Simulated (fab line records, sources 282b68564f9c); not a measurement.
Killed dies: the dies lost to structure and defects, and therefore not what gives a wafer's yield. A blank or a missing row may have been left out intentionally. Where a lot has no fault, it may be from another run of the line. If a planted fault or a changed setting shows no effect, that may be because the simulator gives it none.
Which of the tools did it? -- flow rit_cmos -- 14 lots, 42 wafers sampled, at 3 steps of a route of 202

== WHAT THE GAUGES READ, wafer by wafer ==
RIT_PSD_TW_MEAS_10.
lot,measured,on,PSD_TW
L764,day 3 04:43,film_metro-02,3424 3431 3421
L765,day 3 07:34,film_metro-04,3447 3457 3443
L766,day 3 12:23,film_metro-03,3452 3465 3455
L767,day 3 20:14,film_metro-03,3435 3457 3457
L768,day 3 22:43,film_metro-02,3420 3408 3430
L769,day 4 09:25,film_metro-04,3429 3435 3439
L770,day 4 11:08,film_metro-03,3429 3415 3433
L773,day 5 03:11,film_metro-03,3458 3452 3455
L775,day 5 13:18,film_metro-03,3732 3722 3736 3714 3725 3708
L776,day 5 19:42,film_metro-02,3670 3674 3683 3669 3666 3662
L780,day 6 09:43,film_metro-02,3392 3415 3396
L782,day 6 21:34,film_metro-03,3445 3453 3446
L783,day 7 05:20,film_metro-02,3398 3407 3424
L786,day 7 17:32,film_metro-02,3403 3421 3420

RIT_SDANNEAL_RS_MEAS_04: the measuring method here is four-point-probe.
lot,measured,on,PSD_RS (ohm/sq)
L764,day 3 05:14,film_metro-03,116.4 116.2 115.8
L765,day 3 08:05,film_metro-03,116.4 116.1 116.2
L766,day 3 12:56,film_metro-02,115.3 115.5 115.9
L767,day 3 20:46,film_metro-02,116.1 116.0 116.0
L768,day 3 23:16,film_metro-04,116.0 115.9 116.3
L769,day 4 09:54,film_metro-04,116.0 116.3 116.3
L770,day 4 11:38,film_metro-02,115.4 115.8 115.8
L773,day 5 03:41,film_metro-03,116.5 116.5 116.5
L775,day 5 15:25,film_metro-02,98.5 98.4 98.7 98.8 98.5 98.9
L776,day 6 02:26,film_metro-04,99.2 99.3 99.1 99.0 99.0 99.2
L780,day 6 10:18,film_metro-04,115.8 116.0 116.0
L782,day 6 22:05,film_metro-04,116.3 115.9 116.0
L783,day 7 05:50,film_metro-02,116.3 115.8 116.3
L786,day 7 18:04,film_metro-03,116.0 115.7 116.0

== EACH LOT AND THE TOOL THAT RAN IT (in order: tool; ch and the chambers of the sampled wafers; start) ==
lot,RIT_PSD_IMPLANT_08
L764,"implanter-04 ch 0, day 3 04:24"
L765,"implanter-04 ch 0, day 3 07:14"
L766,"implanter-03 ch 0, day 3 12:04"
L767,"implanter-01 ch 0, day 3 19:57"
L768,"implanter-01 ch 0, day 3 22:25"
L769,"implanter-01 ch 0, day 4 09:05"
L770,"implanter-01 ch 0, day 4 10:49"
L773,"implanter-04 ch 0, day 5 02:53"
L775,"implanter-04 ch 0, day 5 12:58"
L776,"implanter-04 ch 0, day 5 19:23"
L780,"implanter-03 ch 0, day 6 09:26"
L782,"implanter-01 ch 0, day 6 21:15"
L783,"implanter-03 ch 0, day 7 05:01"
L786,"implanter-03 ch 0, day 7 17:14"
- RIT_PSD_IMPLANT_08

== WHAT THE TOOLS THEMSELVES READ (means of the sampled wafers that have a number; where no wafer has one, the mark that the record gives instead) ==
RIT_PSD_IMPLANT_08.
lot,tool,beam_energy_keV
L764,implanter-04,26.993
L765,implanter-04,27.001
L766,implanter-03,27.008
L767,implanter-01,26.999
L768,implanter-01,27.010
L769,implanter-01,26.986
L770,implanter-01,27.022
L773,implanter-04,27.009
L775,implanter-04,36.452
L776,implanter-04,36.446
L780,implanter-03,26.995
L782,implanter-01,26.990
L783,implanter-03,26.995
L786,implanter-03,27.012

== THE ANSWER, worked out from the rows above alone ==
Rule: usual is defined by the lots themselves. The widest of any qualifying gaps counts: lots, ordered by their means at a reading, are off when they make up no more than a third of the lots, leave a main group of 4 or more, and stand apart from it by 3 or more times the standard deviation of that group's means. If all means in a main group match to the digits the tables above print for the reading, that group is not used. Also off: a lot with no number at a reading for which 4 or more lots have one. Where the step has rows for the other lots, those lots are counted as sound. Order of review: gauges by route order, followed by the tools' own readings, for which a lot's mean as printed above is used. The first step at which some lot is off is used, and at that step the reading that is off furthest; a lot without a number counts as furthest.
Off: L775, L776, seen at RIT_PSD_TW_MEAS_10 (PSD_TW). Mean 3432 and standard deviation 18 in the main group.
If a tool, at a process step before that reading, ran all the lots that are off and no sound lot after the first of them, it fits. The gauges at RIT_PSD_TW_MEAS_10 aren't tried: what is off there is off at RIT_PSD_IMPLANT_08 too, on other tools, and a gauge's error can't cause that. One fits: RIT_PSD_IMPLANT_08 on implanter-04. A fault onset in the window from L773 (day 5 02:53, its last sound lot) to L775 (day 5 12:58, its first lot off) fits.
On the lots that are off, the tool's own readings at RIT_PSD_IMPLANT_08 differ by more than 5 times the standard deviation of the sound lots' means, which bears it out; beam_energy_keV reads 36.449 there versus 27.002 on the sound lots.

== WHAT THE SIMULATOR HAD INSERTED ==
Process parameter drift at RIT_PSD_IMPLANT_08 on implanter-04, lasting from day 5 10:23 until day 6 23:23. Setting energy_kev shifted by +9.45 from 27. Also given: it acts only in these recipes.
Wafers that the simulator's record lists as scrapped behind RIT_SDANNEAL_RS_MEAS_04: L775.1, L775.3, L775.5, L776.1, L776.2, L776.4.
Shown lots that were struck: L775, L776. The same result came from the rule above.
